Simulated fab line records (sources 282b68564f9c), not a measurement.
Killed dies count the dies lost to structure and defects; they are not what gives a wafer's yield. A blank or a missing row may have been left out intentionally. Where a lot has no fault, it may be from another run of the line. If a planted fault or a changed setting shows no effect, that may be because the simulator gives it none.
fab line records -- flow rit_cmos
[record] lots = 16, wafers = 48, last_day = 7
route steps=202 shown NWELL@31 M1@202
lots that met no fault: taken from a fault-free run of the same line
start_h: the number of hours between the record's first day and the start of the first shown wafer of the lot -- wait_h: hours elapsed since this lot's preceding step -- " unchanged from the row above -- L1.1+2: several wafers, shown together as one row -- - no value, or no start was given -- * or withheld: withheld -- < > ~ a bound
route shown NAME@n: NAME is a module with steps in the file, n the number in the route of the first one -- usual: mean/standard deviation of fault-free wafers -- same: alike in all rows -- chamber/n: place in a boat -- sites: the reading at each site -- _std_site: the standard deviation of these -- _edge_site: inner sites' mean taken away from outer sites' mean -- radius_mm: for every site, how far away it sits from the centre of the wafer -- mask NAME#n: copy n -- behind: the tool/chamber that last shaped the wafer -- hold: why the lot went on hold/how many hours it stayed there/how the hold came to an end -- device: whichever transistor did not switch (one of n, p or np) -- end of line: the tests these same wafers got at the end of their route -- step lacking rows: just its recipe -- killed: dies that structure and defects cost at the first sort, which is not the same as the wafer's yield -- map: dies across one wafer; x = killed, . = not, _ = none there
set.NAME: the run value of the setting; set.NAME@STEP: its run value at that earlier step -- model.NAME: the simulator's own value behind a step, which no gauge read
route steps across a sampled set of lots; one table per step, one row per wafer
services: a tool's chamber out of use, with start hour (start_h, from the record's first day; less than 0 if before it), hours out, and reason
[[steps]]
[step RIT_NWELL_EXPOSE_03]
[recipe] mask_id = M2, na = 0.57, target_cd_nm = 43900, dose_mj = 250
[usual] reticle_temp_C = 23.01/0.1
lot.wafer,tool,chamber,start_h,wait_h,mask,reticle_temp_C
L649.1,iline_stepper-02,0,19.90,0.1,M2#0,23.00
L649.5,iline_stepper-02,0,19.90,0.1,M2#0,23.04
L649.6,iline_stepper-02,0,19.90,0.1,M2#0,23.18
L650.2,iline_stepper-01,0,27.18,0.2,M2#0,23.03
L650.3,iline_stepper-01,0,27.18,0.2,M2#0,23.11
L650.4,iline_stepper-01,0,27.18,0.2,M2#0,23.02
L651.3,iline_stepper-01,0,33.29,0.1,M2#0,23.00
L651.4,iline_stepper-01,0,33.29,0.1,M2#0,22.85
L651.6,iline_stepper-01,0,33.29,0.1,M2#0,22.84
L652.2,iline_stepper-01,0,37.35,0.1,M2#0,23.22
L652.3,iline_stepper-01,0,37.35,0.1,M2#0,23.09
L652.4,iline_stepper-01,0,37.35,0.1,M2#0,23.09
L654.1,iline_stepper-01,0,45.76,0.2,M2#0,23.12
L654.3,iline_stepper-01,0,45.76,0.2,M2#0,23.09
L654.5,iline_stepper-01,0,45.76,0.2,M2#0,23.07
L655.1,iline_stepper-01,0,54.68,0.1,M2#0,22.93
L655.2,iline_stepper-01,0,54.68,0.1,M2#0,22.83
L655.6,iline_stepper-01,0,54.68,0.1,M2#0,22.87
L657.1,iline_stepper-02,0,61.07,0.2,M2#0,22.98
L657.2,iline_stepper-02,0,61.07,0.2,M2#0,23.05
L657.3,iline_stepper-02,0,61.07,0.2,M2#0,22.99
L658.2,iline_stepper-02,0,65.64,0.1,M2#0,22.98
L658.3,iline_stepper-02,0,65.64,0.1,M2#0,23.03
L658.6,iline_stepper-02,0,65.64,0.1,M2#0,22.85
L663.2,iline_stepper-02,0,90.79,0.2,M2#0,23.05
L663.3,iline_stepper-02,0,90.79,0.2,M2#0,22.89
L663.4,iline_stepper-02,0,90.79,0.2,M2#0,23.04
L664.1,iline_stepper-01,0,94.93,0.2,M2#0,23.10
L664.3,iline_stepper-01,0,94.93,0.2,M2#0,23.09
L664.4,iline_stepper-01,0,94.93,0.2,M2#0,23.18
L666.2,iline_stepper-02,0,105.00,0.2,M2#0,22.88
L666.4,iline_stepper-02,0,105.00,0.2,M2#0,22.99
L666.5,iline_stepper-02,0,105.00,0.2,M2#0,22.91
L667.1,iline_stepper-02,0,110.03,0.1,M2#0,22.93
L667.3,iline_stepper-02,0,110.03,0.1,M2#0,22.97
L667.6,iline_stepper-02,0,110.03,0.1,M2#0,22.97
L668.1,iline_stepper-02,0,116.62,0.1,M2#0,23.00
L668.5,iline_stepper-02,0,116.62,0.1,M2#0,22.99
L668.6,iline_stepper-02,0,116.62,0.1,M2#0,23.10
L669.3,iline_stepper-01,0,120.47,0.2,M2#0,22.96
L669.4,iline_stepper-01,0,120.47,0.2,M2#0,22.96
L669.5,iline_stepper-01,0,120.47,0.2,M2#0,23.05
L671.1,iline_stepper-01,0,130.11,0.2,M2#0,23.05
L671.2,iline_stepper-01,0,130.11,0.2,M2#0,23.08
L671.4,iline_stepper-01,0,130.11,0.2,M2#0,23.13
L672.1,iline_stepper-01,0,135.15,0.1,M2#0,22.79
L672.4,iline_stepper-01,0,135.15,0.1,M2#0,22.86
L672.5,iline_stepper-01,0,135.15,0.1,M2#0,22.99
[step RIT_NWELL_OVL_MEAS_06]
[usual] NWELL_OVL = -0.8/1.4
lot.wafer,tool,chamber,start_h,wait_h,NWELL_OVL[nm]
L649.1,overlay-02,-,20.33,-,-1.8
L649.5,overlay-02,-,20.33,-,0.2
L649.6,overlay-02,-,20.33,-,-0.9
L650.2,overlay-01,-,27.60,-,-1.9
L650.3,overlay-01,-,27.60,-,-2.9
L650.4,overlay-01,-,27.60,-,-2.7
L651.3,overlay-02,-,33.69,-,-2.6
L651.4,overlay-02,-,33.69,-,-3.0
L651.6,overlay-02,-,33.69,-,-2.1
L652.2,overlay-01,-,37.87,-,-0.2
L652.3,overlay-01,-,37.87,-,0.7
L652.4,overlay-01,-,37.87,-,0.6
L654.1,overlay-01,-,46.18,-,-0.4
L654.3,overlay-01,-,46.18,-,-0.7
L654.5,overlay-01,-,46.18,-,-0.9
L655.1,overlay-02,-,55.11,-,0.0
L655.2,overlay-02,-,55.11,-,1.6
L655.6,overlay-02,-,55.11,-,-0.3
L657.1,overlay-01,-,61.50,-,-0.3
L657.2,overlay-01,-,61.50,-,-1.0
L657.3,overlay-01,-,61.50,-,0.0
L658.2,overlay-02,-,66.06,-,-0.4
L658.3,overlay-02,-,66.06,-,-0.7
L658.6,overlay-02,-,66.06,-,-0.3
L663.2,overlay-01,-,91.20,-,-151.3
L663.3,overlay-01,-,91.20,-,-150.9
L663.4,overlay-01,-,91.20,-,-149.2
L664.1,overlay-02,-,95.36,-,-3.2
L664.3,overlay-02,-,95.36,-,-3.2
L664.4,overlay-02,-,95.36,-,-2.4
L666.2,overlay-02,-,105.42,-,-149.3
L666.4,overlay-02,-,105.42,-,-148.7
L666.5,overlay-02,-,105.42,-,-150.3
L667.1,overlay-01,-,110.46,-,-149.9
L667.3,overlay-01,-,110.46,-,-149.5
L667.6,overlay-01,-,110.46,-,-148.3
L668.1,overlay-02,-,117.05,-,-150.9
L668.5,overlay-02,-,117.05,-,-150.4
L668.6,overlay-02,-,117.05,-,-151.2
L669.3,overlay-02,-,120.87,-,-1.7
L669.4,overlay-02,-,120.87,-,-2.6
L669.5,overlay-02,-,120.87,-,-4.4
L671.1,overlay-02,-,130.54,-,-0.5
L671.2,overlay-02,-,130.54,-,-0.2
L671.4,overlay-02,-,130.54,-,1.1
L672.1,overlay-01,-,135.58,-,-1.0
L672.4,overlay-01,-,135.58,-,-0.2
L672.5,overlay-01,-,135.58,-,-0.8
[step RIT_M1_PROBE_99]
[usual] killed_at_contacts = 0.1/0.25, killed_at_front_end = 6.3/2.9, killed_dies = 6.4/2.9, killed_open = 3.3/2.1, killed_short = 3.1/1.7
[same] gross_dies = 264, killed_at_M0_to_M3 = 0, killed_at_M4_up = 0, killed_at_back_side = 0, killed_at_other = 0
lot.wafer,tool,chamber,start_h,wait_h,killed_at_contacts,killed_at_front_end,killed_dies,killed_open,killed_short
L657.1,prober-01,-,98.67,0.1,0,5,5,4,1
L657.2,prober-01,-,98.72,0.1,0,8,8,3,5
L657.3,prober-01,-,98.77,0.2,0,7,7,3,4
// killed by level:class
L657.1 GATE:geometric_particle:open=4 GATE:geometric_particle:short=1
L657.2 REOX:geometric_particle:short=2 GATE:geometric_particle:short=1 GATE:geometric_particle:open=1 REOX:geometric_particle:open=1 SPACER:geometric_particle:short=1 SPACER:geometric_particle:open=1 SILICIDE:geometric_particle:short=1
L657.3 GATE:geometric_particle:short=3 FOX1:geometric_particle:open=1 FOX2:geometric_particle:open=1 REOX:geometric_particle:open=1 REOX:geometric_particle:short=1
[[services]]
tool,chamber,start_h,hours,kind
iline_stepper-01,-,1.68,5.9,repair
iline_stepper-01,-,8.45,5.3,repair
iline_stepper-01,-,15.61,1.7,pm
iline_stepper-01,0,34.01,-,calibration
iline_stepper-02,0,63.35,-,calibration
iline_stepper-02,-,63.47,1.7,pm
iline_stepper-02,-,74.89,2.1,pm
iline_stepper-02,-,76.97,-,consumable_replace:lamp
[[key]]
[first_sign] step = RIT_NWELL_OVL_MEAS_06, reading = NWELL_OVL, direction = down, sigmas = 99+, usual = -0.8, struck = -150.0
effect none on later readings
met_at RIT_NWELL_EXPOSE_03
struck_lots L663,L666,L667,L668
tester_left_out L663,L666,L667,L668
onset_between 65.64 90.79
[fault] kind = scanner_matching_overlay, tool = iline_stepper-02, chamber = -, onset_h = 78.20, steps = RIT_NWELL_EXPOSE_03, offset = -150
// tester_left_out: of these lots the tester's yield and bins aren't shown, on N5 and GAA mostly nor the transistor test; their killed dies are dies lost to structure and defects alone, not to doping, threshold or leakage, so they don't give the yield
